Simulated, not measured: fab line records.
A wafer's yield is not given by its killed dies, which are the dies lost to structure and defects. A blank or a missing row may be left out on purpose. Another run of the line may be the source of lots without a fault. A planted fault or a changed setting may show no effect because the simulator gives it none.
Matching of chambers | flow rit-cmos | RIT_GATE_ETCH_19 on rie-si-02 has 4 sister chambers
The step etches poly-Si in SF6/CHF3/O2, stops on SiO2, time 165 s, target depth 312.5 nm. 8 wafers are shown with their chamber, then 8 later ones without.

EACH WAFER AND ITS CHAMBER
wafer  | chamber | drypump-motor-current-A (A) | throttle-valve-pct (%)
L714.4 | 1       | 6.4                         | 10.07
L716.2 | 1       | 6.4                         | 10.07
L716.3 | 3       | 5.1                         | 10.10
L716.6 | 2       | 4.8                         | 10.18
L718.2 | 3       | 5.1                         | 10.09
L718.3 | 0       | 4.9                         | 10.35
L718.4 | 2       | 4.8                         | 10.18
L720.1 | 0       | 4.8                         | 10.35

WAFERS MISSING THEIR CHAMBER
wafer  | drypump-motor-current-A (A) | throttle-valve-pct (%)
L720.2 | 5.1                         | 10.11
L720.4 | 5.1                         | 10.11
L722.1 | 4.9                         | 10.34
L722.3 | 4.8                         | 10.19
L722.5 | 4.9                         | 10.34
L724.2 | 6.4                         | 10.05
L724.4 | 6.4                         | 10.06
L724.5 | 4.9                         | 10.35

WHICH CHAMBER EACH ONE RAN IN
wafer  | from the rows above | in truth
L720.2 | 3                   | 3
L720.4 | 3                   | 3
L722.1 | 0                   | 0
L722.3 | 2                   | 2
L722.5 | 0                   | 0
L724.2 | 1                   | 1
L724.4 | 1                   | 1
L724.5 | 0                   | 0
Correctly placed: 8 of 8. Not placeable from these rows: 0. Number placed wrongly: 0.
How it was worked out, from the rows above alone: a wafer's distance from a chamber is the root of the sum, over the readings, of the square of ((its reading less the chamber's mean) divided by the reading's scatter). If the next closest chamber is less than 2 further off than the closest, the wafer can't be placed; otherwise it belongs to the closest. The mean given for a chamber averages the wafers shown for that chamber. The scatter is the square root of a quotient: the sum, over the shown wafers, of each reading's squared deviation from its chamber's mean, divided by wafers minus chambers.
